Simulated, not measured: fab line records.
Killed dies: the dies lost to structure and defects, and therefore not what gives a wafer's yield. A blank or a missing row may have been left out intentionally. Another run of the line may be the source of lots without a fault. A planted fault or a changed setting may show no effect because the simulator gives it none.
Comparing a struck lot with a sound one    flow rit_cmos    15 out of 202 route steps
Sound: these wafers, L843.1, L843.3, L843.5. Wafers struck: L851.1, L851.2, L851.6. At the end, the cause is stated.
Per side, at each step with rows, come the tool, then ch with its chambers, and then its first start. Under that, the readings that differ: sound wafers    struck wafers    difference of the means    sigmas: that difference in standard deviations of wafers without a fault.
alike: readings whose means differ by less than 2 such deviations, and words and numbers that are the same on both sides. not compared: withheld readings, readings that some wafer has no value for, bounds like >300 that may hide the same value, and numbers for which the record gives no deviation and whose values overlap.
Wherever a step has rows on one side only, a row that says differs or no value, or a row with sigmas, the two part there. Non-overlapping numbers with no deviation appear without sigmas and do not part them. A reading missing from all wafers of one side parts the sides only when that side holds two or more wafers.

first, 3 steps without rows for these wafers: RIT_GATE_CLEAN_02 (cleans in dHF, time 30 s); RIT_GATE_CLEAN_03 (cleans in SC2, time 600 s); RIT_GATE_CLEAN_04 (cleans in dHF, time 60 s).
RIT_FOX2_THK_MEAS_91:
  sound: film_metro-04 at day 2 15:05; struck: film_metro-03 at day 4 05:10
  alike: FIELD_OXIDE_LEFT_2_THK
then, 2 steps without rows for these wafers: RIT_GATE_OXIDATION_05 (target thk 3 nm, ox time 270 s); RIT_GATE_ANNEAL_06 (time 600 s).
RIT_GATE_THK_MEAS_07:
  sound: film_metro-02 at day 2 16:33; struck: film_metro-03 at day 4 07:32
reading              sound           struck          difference  sigmas
GATE_OXIDE_THK (nm)  3.13 3.10 3.02  2.93 2.88 2.91  -0.18       -3
then, 1 step without rows for these wafers: RIT_GATE_CVD_08 (deposits poly-Si from SiH4, target thk 250 nm, time 2220 s).
RIT_GATE_THK_MEAS_09:
  sound: film_metro-03 at day 2 18:13; struck: film_metro-02 at day 4 09:13
  alike: GATE_POLY_THK
then, 3 steps without rows for these wafers: RIT_GATE_HMDS_10 (prime time 60 s); RIT_GATE_COAT_11 (resist thk 850 nm); RIT_GATE_SOFTBAKE_12 (time 60 s).
RIT_GATE_EXPOSE_13: exposes mask M6, target cd 150 nm.
  sound on iline_stepper-02 ch 0, day 2 18:52; struck on iline_stepper-02 ch 0, day 4 09:43
reading                       sound                    struck             difference  sigmas
model.GATE.overlay_x_nm (nm)  0.07528 0.07528 0.07528  1.656 1.656 1.656  +1.581      
  alike: mask
next, for these wafers, 1 step has no rows: RIT_GATE_PEB_14.
RIT_M1_PROBE_99:
  sound: prober-01 at day 3 15:38; struck: prober-01 at day 5 06:17
  alike: killed_at_contacts, killed_at_front_end, killed_dies, killed_open, killed_short

== WHERE THEY PART ==
At RIT_GATE_THK_MEAS_07 and nowhere else, as far as this record goes. Later steps at which nothing parts them and some readings are alike: RIT_GATE_THK_MEAS_09, RIT_GATE_EXPOSE_13, RIT_M1_PROBE_99.

WHY: whatever the simulator had introduced
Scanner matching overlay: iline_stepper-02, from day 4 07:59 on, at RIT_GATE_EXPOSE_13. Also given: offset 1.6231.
